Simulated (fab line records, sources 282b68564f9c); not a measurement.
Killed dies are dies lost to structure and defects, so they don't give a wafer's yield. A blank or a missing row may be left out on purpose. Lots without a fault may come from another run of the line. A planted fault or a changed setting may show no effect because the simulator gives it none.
Split-lot experiment | flow rit_cmos | 5 lots, 23 wafers read, on a route of 202 steps

THE SPLIT
At RIT_GATE_OXIDATION_05 (target thk 3 nm, ox time 270 s), the setting temp_c was moved away from the recipe's 900 C on 15 of the 23 wafers read, by -2.4% to +1.6%. The other wafers ran this setting at the recipe's value.

FROM THE SPLIT TO THE READING: what the file shows between them, 1 step
- RIT_GATE_ANNEAL_06: time 600 s

THE READING
GATE_OXIDE_THK, in nm, at RIT_GATE_THK_MEAS_07. Fault-free wafers of this fab line usually give 3.02 nm, standard deviation 0.056 nm.

wafer  | tool, chamber at the split | temp_c as run, C | against the recipe | GATE_OXIDE_THK, nm | against lot-mates on the recipe
L075.1 | -, -                       | 878.2            | -2.4%              | 2.26               | no lot-mate on the recipe
L075.2 | -, -                       | 878.2            | -2.4%              | 2.27               | no lot-mate on the recipe
L075.4 | -, -                       | 878.2            | -2.4%              | 2.17               | no lot-mate on the recipe
L075.5 | -, -                       | 878.2            | -2.4%              | 2.30               | no lot-mate on the recipe
L075.6 | -, -                       | 878.2            | -2.4%              | 2.19               | no lot-mate on the recipe
L076.1 | -, -                       | 900              | recipe             | 3.01               | -
L076.3 | -, -                       | 900              | recipe             | 3.00               | -
L076.4 | -, -                       | 900              | recipe             | 3.01               | -
L076.5 | -, -                       | 900              | recipe             | 3.00               | -
L076.6 | -, -                       | 900              | recipe             | 3.04               | -
L078.2 | -, -                       | 878.1            | -2.4%              | 2.26               | no lot-mate on the recipe
L078.3 | -, -                       | 878.1            | -2.4%              | 2.33               | no lot-mate on the recipe
L078.4 | -, -                       | 878.1            | -2.4%              | 2.32               | no lot-mate on the recipe
L078.5 | -, -                       | 878.1            | -2.4%              | 2.30               | no lot-mate on the recipe
L078.6 | -, -                       | 878.1            | -2.4%              | 2.34               | no lot-mate on the recipe
L082.1 | furnace-04, 0              | 900              | recipe             | 3.04               | -
L082.2 | furnace-04, 0              | 900              | recipe             | 3.09               | -
L082.6 | furnace-04, 0              | 900              | recipe             | 3.06               | -
L083.1 | -, -                       | 914.1            | +1.6%              | 3.54               | no lot-mate on the recipe
L083.2 | -, -                       | 914.1            | +1.6%              | 3.52               | no lot-mate on the recipe
L083.3 | -, -                       | 914.1            | +1.6%              | 3.59               | no lot-mate on the recipe
L083.5 | -, -                       | 914.1            | +1.6%              | 3.57               | no lot-mate on the recipe
L083.6 | -, -                       | 914.1            | +1.6%              | 3.57               | no lot-mate on the recipe

THE FIT
A straight line over all 23 wafers: GATE_OXIDE_THK changes by +0.319 nm for each +1% of temp_c; r = +1.00; the points scatter about the line by 0.045 nm.
Too few moved wafers have a lot-mate on the recipe to fit a line with each lot's own level taken away.

THE WHOLE CHAIN: every reading that the file lists as answering this split, in the file's order
step                  | what it does                   | reading                                                                           | change (the file's fit)               | r (the file's)
RIT_GATE_OXIDATION_05 | target thk 3 nm, ox time 270 s | SiO2_of_GATE_OXIDATION_05.thk_nm (the simulator's own value, which no gauge read) | +0.319 nm for each +1% of the setting | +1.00
RIT_GATE_THK_MEAS_07  |                                | GATE_OXIDE_THK                                                                    | +0.319 for each +1% of the setting    | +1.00

THE FILE'S OWN FIT
GATE_OXIDE_THK changes by +0.319 nm for each +1% of temp_c, r = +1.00.
